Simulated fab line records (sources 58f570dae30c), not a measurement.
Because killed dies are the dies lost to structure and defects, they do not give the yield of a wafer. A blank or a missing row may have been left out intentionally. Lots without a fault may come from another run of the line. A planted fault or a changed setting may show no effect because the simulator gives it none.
Which tool did it?    flow berkeley cmos170    7 lots, 21 wafers sampled, at 2 steps of a route of 331

WHAT THE GAUGES SHOWED, per wafer
UCB170_M2_RS_MEAS_02: uses a four-point probe to measure.
lot   measured      on             M2_AL_RS (ohm/sq)
L271  day 8 17:07   film metro-04  0.0319 0.0316 0.0318
L273  day 7 22:58   film metro-03  0.0324 0.0324 0.0325
L277  day 8 09:29   film metro-01  0.0321 0.0318 0.0318
L284  day 10 02:57  film metro-03  0.0314 0.0316 0.0321
L289  day 11 04:35  film metro-01  0.0320 0.0323 0.0322
L290  day 11 04:18  film metro-04  0.0321 0.0321 0.0317
L292  day 11 11:24  film metro-04  0.0323 0.0318 0.0317

WHAT TOOL EACH LOT RAN ON (gives the tool, then ch and the chambers of the sampled wafers, and finally the start)
lot   UCB170_M2_SPUTTER_01
L271  pvd sputter-03, day 8 17:01
L273  pvd sputter-02, day 7 22:53
L277  pvd sputter-02, day 8 09:22
L284  pvd sputter-03, day 10 02:50
L289  pvd sputter-02, day 11 04:29
L290  pvd sputter-03, day 11 04:13
L292  pvd sputter-03, day 11 11:19
- UCB170_M2_SPUTTER_01: material Al, target thk 900 nm, time 120 s.

THE ANSWER, worked out from the rows above alone
Rule: the usual values come from the lots themselves. The widest of any qualifying gaps counts: lots, ordered by their means at a reading, are off when they make up no more than a third of the lots, leave a main group of 4 or more, and stand apart from it by 3 or more times the standard deviation of that group's means. If all means in a main group match to the digits the tables above print for the reading, that group is not used. A lot without any number at a reading at which 4 lots or more have one is off too. Any other lot the step has rows for is counted as sound.
No lot is off on any of the readings shown, so nothing can be concluded from this.

WHAT THE SIMULATOR HAD PUT IN
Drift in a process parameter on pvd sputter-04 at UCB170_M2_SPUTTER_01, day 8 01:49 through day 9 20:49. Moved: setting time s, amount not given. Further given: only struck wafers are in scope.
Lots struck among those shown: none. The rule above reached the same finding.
